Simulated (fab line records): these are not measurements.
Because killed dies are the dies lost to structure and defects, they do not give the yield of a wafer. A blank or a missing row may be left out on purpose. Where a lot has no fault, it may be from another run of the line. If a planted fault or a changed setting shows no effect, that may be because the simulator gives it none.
What tool caused it?	flow berkeley_cmos170	6 lots with 18 wafers sampled at 2 steps, on a route of 331 steps

## WHAT EACH GAUGE READ, for each wafer
UCB170_NWELL_TW_MEAS_16.
lot	measured	on	NWELL_TW
L284	day 2 15:49	film_metro-03	1253 1255 1245
L286	day 3 01:28	film_metro-01	1225 1228 1228
L288	day 3 04:40	film_metro-03	1254 1256 1258
L296	day 5 02:55	film_metro-01	1301 1304 1311
L301	day 6 05:20	film_metro-04	1243 1243 1234
L304	day 6 21:38	film_metro-03	1249 1253 1253

## EACH LOT AND THE TOOL THAT RAN IT (in order: tool; ch and the chambers of the sampled wafers; start)
lot	UCB170_NWELL_IMPLANT_14
L284	implanter-04 ch 0, day 2 15:37
L286	implanter-04 ch 0, day 3 01:13
L288	implanter-03 ch 0, day 3 04:26
L296	implanter-02 ch 0, day 5 02:40
L301	implanter-03 ch 0, day 6 05:05
L304	implanter-04 ch 0, day 6 21:25
- UCB170_NWELL_IMPLANT_14

## THE ANSWER, worked out from the rows above alone
Rule: the lots themselves supply what counts as usual. Put in order of their means at a reading, lots are off if they are a third of the lots or fewer, leave a main group of 4 or more, and stand apart from it by a gap of 3 or more times the standard deviation of the main group's means; of several such gaps the widest counts. If all means in a main group match to the digits the tables above print for the reading, that group is not used. A lot without any number at a reading at which 4 lots or more have one is off too. Any other lot the step has rows for is counted as sound.
Off: L296, at UCB170_NWELL_TW_MEAS_16 (NWELL_TW). Main group: mean 1245, sd 10.
A tool fits if, at a process step before that reading, it ran every lot that is off, and no sound lot after the first of them. Those tools and the gauges at UCB170_NWELL_TW_MEAS_16 are tried in the same way. This does not decide it: 2 tools fit, namely implanter-02 at UCB170_NWELL_IMPLANT_14 and film_metro-01 at UCB170_NWELL_TW_MEAS_16.

## WHAT WAS PUT IN BY THE SIMULATOR
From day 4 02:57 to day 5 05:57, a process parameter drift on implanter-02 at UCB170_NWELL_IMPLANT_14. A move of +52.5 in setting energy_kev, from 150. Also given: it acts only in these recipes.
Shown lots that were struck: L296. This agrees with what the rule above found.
